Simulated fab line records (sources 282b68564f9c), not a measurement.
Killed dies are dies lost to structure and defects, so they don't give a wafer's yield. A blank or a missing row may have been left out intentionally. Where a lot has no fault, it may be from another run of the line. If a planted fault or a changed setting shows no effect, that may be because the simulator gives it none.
What tool caused it? ; flow ritCmos ; Sampling: 14 lots, 42 wafers, 5 of 202 route steps

## WHAT THE GAUGES SHOWED, per wafer
RIT_ACTIVE_BOW_MEAS_00.
lot;measured;on;INCOMING_BOW (um)
L187;day 1 10:01;filmMetro-04;7 -6 -9
L188;day 1 15:00;filmMetro-02;-5 0 -6
L189;day 1 20:00;filmMetro-04;-12 -9 -6
L190;day 2 01:01;filmMetro-04;-4 4 4
L191;day 2 06:00;filmMetro-02;2 4 18
L192;day 2 11:01;filmMetro-01;13 -4 -3
L193;day 2 16:00;filmMetro-04;6 -2 -5
L195;day 3 02:01;filmMetro-01;-4 13 7
L196;day 3 07:04;filmMetro-04;13 9 -6
L197;day 3 12:02;filmMetro-01;5 2 -7
L198;day 3 17:02;filmMetro-01;0 3 3
L199;day 3 22:00;filmMetro-02;-4 11 7
L203;day 4 18:04;filmMetro-02;-7 -1 5
L205;day 5 04:00;filmMetro-04;0 -2 1

RIT_ACTIVE_CD_MEAS_11 targets a cd of 1400 nm.
lot;measured;on;cdNm (nm)
L187;day 1 15:29;cdSem-01;1395.8 1398.9 1397.8
L188;day 1 19:32;cdSem-02;1402.7 1404.7 1404.2
L189;day 2 02:47;cdSem-01;1400.4 1398.6 1401.9
L190;day 2 05:37;cdSem-01;1399.4 1399.7 1403.6
L191;day 2 11:41;cdSem-02;1399.7 1399.7 1400.1
L192;day 2 18:01;cdSem-02;1402.5 1402.1 1403.2
L193;day 3 00:54;cdSem-01;1406.2 1401.7 1402.1
L195;day 3 07:42;cdSem-01;1396.9 1398.5 1398.0
L196;day 3 12:04;cdSem-01;1399.7 1398.7 1401.0
L197;day 3 16:36;cdSem-02;1399.1 1400.3 1399.9
L198;day 3 21:29;cdSem-02;1401.8 1401.5 1403.0
L199;day 4 03:53;cdSem-02;1397.6 1398.6 1397.8
L203;day 4 23:37;cdSem-02;1403.1 1402.1 1401.9
L205;day 5 09:13;cdSem-01;1400.9 1401.0 1397.9

RIT_PWELL_TW_MEAS_10.
lot;measured;on;PWELL_TW
L187;day 1 23:29;filmMetro-03;960 961 967
L188;day 2 05:26;filmMetro-02;936 936 939
L189;day 2 11:10;filmMetro-01;954 946 946
L190;day 2 17:44;filmMetro-02;935 932 931
L191;day 3 03:06;filmMetro-02;941 935 932
L192;day 3 07:11;filmMetro-03;957 961 963
L193;day 3 10:42;filmMetro-02;938 936 937
L195;day 3 19:03;filmMetro-01;960 964 959
L196;day 3 22:59;filmMetro-01;955 953 954
L197;day 4 03:04;filmMetro-03;966 960 965
L198;day 4 07:10;filmMetro-02;943 940 932
L199;day 4 16:28;filmMetro-03;959 954 961
L203;day 5 09:44;filmMetro-02;981 982 976
L205;day 5 20:28;filmMetro-01;1002 1000 1006

RIT_WELLDRIVE_RS_MEAS_02: the measuring method here is four-point-probe.
lot;measured;on;PWELL_RS (ohm/sq)
L187;day 2 04:47;filmMetro-02;431.9 428.6 429.3
L188;day 2 11:17;filmMetro-02;428.4 426.7 428.8
L189;day 2 20:48;filmMetro-03;431.5 432.2 430.6
L190;day 3 01:54;filmMetro-03;430.0 429.6 429.6
L191;day 3 08:46;filmMetro-02;428.6 428.8 428.1
L192;day 3 13:43;filmMetro-02;429.7 429.2 428.6
L193;day 3 16:39;filmMetro-01;431.1 431.0 430.7
L195;day 4 01:05;filmMetro-03;430.0 429.7 428.4
L196;day 4 06:12;filmMetro-02;429.8 430.1 431.2
L197;day 4 08:54;filmMetro-02;428.2 428.7 428.8
L198;day 4 13:49;filmMetro-01;427.0 428.2 427.4
L199;day 4 21:44;filmMetro-03;429.7 431.7 431.0
L203;day 5 16:34;filmMetro-03;392.0 391.2 393.5
L205;day 6 02:49;filmMetro-03;390.7 390.7 391.9

## EACH LOT AND THE TOOL THAT RAN IT (in order: tool; ch and the chambers of the sampled wafers; start)
lot;RIT_PWELL_IMPLANT_08
L187;implanter-01 ch 0, day 1 23:10
L188;implanter-01 ch 0, day 2 05:06
L189;implanter-03 ch 0, day 2 10:51
L190;implanter-02 ch 0, day 2 17:25
L191;implanter-01 ch 0, day 3 02:46
L192;implanter-02 ch 0, day 3 06:53
L193;implanter-01 ch 0, day 3 10:22
L195;implanter-01 ch 0, day 3 18:44
L196;implanter-02 ch 0, day 3 22:42
L197;implanter-01 ch 0, day 4 02:46
L198;implanter-01 ch 0, day 4 06:53
L199;implanter-01 ch 0, day 4 16:08
L203;implanter-01 ch 0, day 5 09:27
L205;implanter-01 ch 0, day 5 20:08
- RIT_PWELL_IMPLANT_08

## AS READ BY THE TOOLS THEMSELVES (means over the sampled wafers that have a number; for cases with no such wafer, the mark the record gives instead)
RIT_PWELL_IMPLANT_08.
lot;tool;beamEnergyKeV;doseIonsCm2;faradayCurrentUA;tiltDeg (degrees)
L187;implanter-01;170.02;7e+13;220;6.989
L188;implanter-01;170.05;7e+13;220;6.978
L189;implanter-03;170.01;7e+13;222;6.978
L190;implanter-02;170.04;7e+13;221;7.019
L191;implanter-01;169.96;7e+13;223;6.984
L192;implanter-02;170.07;7e+13;224;6.992
L193;implanter-01;170.00;7e+13;220;6.963
L195;implanter-01;170.05;7e+13;219;7.006
L196;implanter-02;169.94;7e+13;222;6.981
L197;implanter-01;170.00;7e+13;223;6.995
L198;implanter-01;170.00;7e+13;222;7.003
L199;implanter-01;170.00;7e+13;222;7.019
L203;implanter-01;170.03;8e+13;256;6.995
L205;implanter-01;170.03;8e+13;257;6.994

## THE ANSWER, worked out from the rows above alone
Rule: usual is defined by the lots themselves. The widest of any qualifying gaps counts: lots, ordered by their means at a reading, are off when they make up no more than a third of the lots, leave a main group of 4 or more, and stand apart from it by 3 or more times the standard deviation of that group's means. The tables above print the reading to a certain number of digits; a main group whose means all agree to those digits is not used. Also off: a lot with no number at a reading for which 4 or more lots have one. Where the step has rows for the other lots, those lots are counted as sound. After the gauges, taken in route order, come the tools' own readings; for these a lot's mean is taken, as printed above. The first step at which some lot is off is used, and at that step the reading that is off furthest; a lot without a number counts as furthest.
Off: L203, L205, seen at RIT_WELLDRIVE_RS_MEAS_02 (PWELL_RS). Mean 429.5 ohm/sq and standard deviation 1.2 in the main group.
If a tool, at a process step before that reading, ran all the lots that are off and no sound lot after the first of them, it fits. The gauges at RIT_WELLDRIVE_RS_MEAS_02 aren't tried: what is off there is off at RIT_PWELL_IMPLANT_08 too, on other tools, and a gauge's error can't cause that. One fits: implanter-01 at RIT_PWELL_IMPLANT_08. A fault onset in the window from L199 (day 4 16:08, its last sound lot) to L203 (day 5 09:27, its first lot off) fits.
The tool's own readings at RIT_PWELL_IMPLANT_08 bear it out: on the lots that are off they differ by more than 5 times the standard deviation of the sound lots' means. doseIonsCm2 reads 8e+13 there against 7e+13 on the sound lots; faradayCurrentUA reads 256 there against 222 on the sound lots.

## WHAT THE SIMULATOR HAD INSERTED
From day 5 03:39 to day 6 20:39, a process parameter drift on implanter-01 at RIT_PWELL_IMPLANT_08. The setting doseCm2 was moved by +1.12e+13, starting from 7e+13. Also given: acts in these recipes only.
Lots struck among those shown: L203, L205. Same finding as the rule above.
